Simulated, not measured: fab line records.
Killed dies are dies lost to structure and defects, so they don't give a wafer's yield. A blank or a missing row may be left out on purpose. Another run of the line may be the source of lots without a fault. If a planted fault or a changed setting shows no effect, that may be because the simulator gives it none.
A struck lot beside a sound one + flow berkeleyCmos170 + 14 steps out of a route of 331
Sound: wafers L976.4, L976.5, L976.6. Wafers L984.1, L984.4, L984.6 were the ones struck. At the end, the cause is stated.
At each step with rows: each side's tool, then ch and its chambers, then its first start. Under that, the readings that differ: sound wafers + struck wafers + difference of the means + sigmas: that difference in standard deviations of wafers without a fault.
alike: readings whose means differ by less than 2 such deviations, and words and numbers that are the same on both sides. not compared: withheld readings, readings that some wafer has no value for, bounds like >300 that may hide the same value, and numbers for which the record gives no deviation and whose values overlap.
The two part at a step that has a row with sigmas, a row that says differs or no value, or rows on one side only. Non-overlapping numbers with no deviation appear without sigmas and do not part them. A reading that every wafer of one side lacks parts them only if that side has two wafers or more.

UCB170_M1_STRIP_13: strips in O2.
  sound on plasmaAsher-04 ch 0,1, day 10 02:19; struck on plasmaAsher-01 ch 1, day 11 13:23
| reading           | sound             | struck            | difference | sigmas |
|-------------------|-------------------|-------------------|------------|--------|
| o2FlowSccm (sccm) | 400.6 402.6 400.2 | 398.4 398.2 398.0 | -2.9       | -2     |
  alike: drypumpMotorCurrentA, oesProductAu
  not compared: rfHoursCounterH
UCB170_M1_CD_MEAS_90 targets a cd of 700 nm.
  sound: cdSem-02 at day 10 02:29; struck: cdSem-01 at day 11 13:29
  alike: cdNm
then, 1 step without rows for these wafers: UCB170_M1_ANNEAL_14 (time 1200 s).
UCB170_V1_CVD_00: deposits SiO2 from TEOS/O2, target thk 2000 nm, time 250 s.
  sound on pecvd-03 ch 0,1,2, day 10 03:58; struck on pecvd-03 ch 1,2, day 11 14:56
  alike: heaterPowerW
UCB170_V1_THK_MEAS_01:
  sound: filmMetro-04 at day 10 04:04; struck: filmMetro-04 at day 11 15:05
  alike: V1_TEOS_THK
UCB170_V1_CMP_02: polishes SiO2.
  sound on cmp-01 ch 0,2,3, day 10 04:12; struck on cmp-02 ch 0,2,3, day 11 15:12
| reading         | sound             | struck            | difference | sigmas |
|-----------------|-------------------|-------------------|------------|--------|
| platenRpm (rpm) | 59.98 59.93 59.99 | 60.06 60.09 60.01 | +0.09      | +2     |
  alike: motorCurrentA, slurryFlowMlMin
UCB170_V1_BOW_MEAS_03:
  sound: filmMetro-04 at day 10 04:28; struck: filmMetro-01 at day 11 15:27
  alike: V1_BOW
UCB170_V1_THK_MEAS_04:
  sound: filmMetro-04 at day 10 04:33; struck: filmMetro-01 at day 11 15:34
  alike: V1_POLISHED_THK
then, 4 steps without rows for these wafers: UCB170_V1_CLEAN_05 (cleans in DIW); UCB170_V1_HMDS_06 (prime time 60 s); UCB170_V1_COAT_07 (resist thk 900 nm); UCB170_V1_SOFTBAKE_08 (time 60 s).
UCB170_V1_EXPOSE_09: exposes mask VIA1, target cd 700 nm.
  struck on krfScanner-01, day 11 16:23; sound on krfScanner-02 ch 0, day 10 05:23
  no value came back on the struck wafers for exposureDoseMJCm2, focusOffsetNm (nm), sigmaOuter, stageVelMmS (mm/s); on the sound wafers exposureDoseMJCm2 reads 37.04 37.00 37.05
  alike: mask
following that, these wafers have no rows for 1 step: UCB170_V1_PEB_10.

WHERE THEY PART
Last at UCB170_V1_EXPOSE_09 as far as this record goes, first at UCB170_M1_STRIP_13.

WHY: whatever the simulator had introduced
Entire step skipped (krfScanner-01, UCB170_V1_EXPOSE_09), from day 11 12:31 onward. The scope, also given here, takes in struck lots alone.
